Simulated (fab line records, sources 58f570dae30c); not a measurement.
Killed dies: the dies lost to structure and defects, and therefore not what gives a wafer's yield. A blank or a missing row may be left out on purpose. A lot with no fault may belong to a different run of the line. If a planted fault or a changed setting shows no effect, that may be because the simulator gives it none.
2 desks, one fault -- flow berkeley_cmos170 -- only its own numbers are on each desk; what lay behind them is given at the end

FROM THE METROLOGY DESK
What the gauges read, lot by lot, whatever tool the lot ran on: means of the sampled wafers that have a number. Any lot whose mean is over 4 standard deviations away from the usual mean is out of limits and marked OUT; that distance is given in the brackets.
Columns: A = ACTIVE_NITRIDE_THK at UCB170_ACTIVE_THK_MEAS_06, usual 220.7 nm; B = FIELD_OXIDE_LEFT_1_THK at UCB170_FIELD_THK_MEAS_90, usual 438 nm; C = PLDD_TW at UCB170_PLDD_TW_MEAS_11, usual 1007; D = cd_nm at UCB170_PSD_CD_MEAS_06, usual 1199.6 nm; E = PLDD_RS at UCB170_SDANNEAL_RS_MEAS_04, usual 1032.0 ohm/sq
lot,first seen here,A,B,C,D,E
L489,day 4 17:20,221.6,453,1022,1198.8,1034.2
L491,day 5 05:04,217.8,437,997,1199.8,1035.3
L494,day 5 22:23,219.5,438,1019,1200.4,1028.5
L493,day 5 22:25,216.7,449,1000,1199.2,1034.6
L495,day 5 22:25,222.5,438,991,1200.8,1030.3
L496,day 6 07:37,220.3,444,1046,1200.4,952.1 (-29) OUT
L497,day 6 11:51,219.7,440,990,1199.4,1032.1
L498,day 6 22:47,220.8,441,1048 (+4.1) OUT,1198.3,952.2 (-29) OUT
L500,day 7 04:12,217.8,430,998,1199.9,1031.1
L505,day 8 19:08,223.3,429,1001,1200.9,1029.7
L507,day 8 19:08,220.7,427,1001,1199.2,1030.0
L509,day 9 04:03,222.2,418,1001,1198.1,1035.7
L510,day 9 15:52,221.4,424,998,1202.7,1033.7
L511,day 9 15:52,220.7,444,1013,1199.0,1028.3
Finding of this desk: L496, L498 out of limits, first seen on L496 at day 9 11:25 (PLDD_RS at UCB170_SDANNEAL_RS_MEAS_04). In limits: L489, L491, L494, L493, L495, L497, L500, L505, L507, L509, L510, L511.

TOOL OWNER'S DESK, implanter-04
For each lot that ran on this tool, the mean over its sampled wafers that have a number, from the tool's own readings at UCB170_PLDD_IMPLANT_08. Any lot whose mean is over 4 standard deviations away from the usual mean is out of limits and marked OUT; that distance is given in the brackets.
Columns: A = beam_on_s at UCB170_PLDD_IMPLANT_08, usual 10.00 s; B = end_station_pressure_torr at UCB170_PLDD_IMPLANT_08, usual 5.18e-06 Torr; C = faraday_current_uA at UCB170_PLDD_IMPLANT_08, usual 159; D = rotation_deg at UCB170_PLDD_IMPLANT_08, usual 0.001 degrees
lot,first seen here,A,B,C,D
L491,day 7 12:47,10.08,5.16e-06,157,-0.010
L495,day 8 09:52,10.02,4.95e-06,158,0.024
L494,day 8 10:45,10.20,5.12e-06,156,-0.005
L496,day 8 20:35,12.39 (+11) OUT,9.40e-05 (+99 or more) OUT,129 (-9.4) OUT,-0.002
L498,day 9 20:56,12.13 (+10) OUT,9.27e-05 (+99 or more) OUT,133 (-8.2) OUT,0.017
L511,day 12 02:23,9.92,5.04e-06,159,0.024
Finding of this desk: L496, L498 out of limits; the first was L496 at day 8 20:35, on beam_on_s at UCB170_PLDD_IMPLANT_08. In limits: L491, L495, L494, L511.

BROUGHT TOGETHER
An alarm could have come from the tool owner's desk at day 8 20:35, on L496, L498.
An alarm was possible from the metrology desk at day 9 11:25, on L496, L498.
All the named lots went through UCB170_PLDD_IMPLANT_08 on implanter-04.

WHAT THE SIMULATOR HAD INSERTED
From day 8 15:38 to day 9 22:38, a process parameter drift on implanter-04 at UCB170_PLDD_IMPLANT_08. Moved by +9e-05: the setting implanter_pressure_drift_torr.
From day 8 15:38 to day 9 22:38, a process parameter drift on implanter-04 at UCB170_PLDD_IMPLANT_08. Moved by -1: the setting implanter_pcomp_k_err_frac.
Lots struck among those shown: L496, L498.
Time in hours from fault onset to the first out-of-limits reading at each desk: tool owner's desk 5, metrology desk 20.
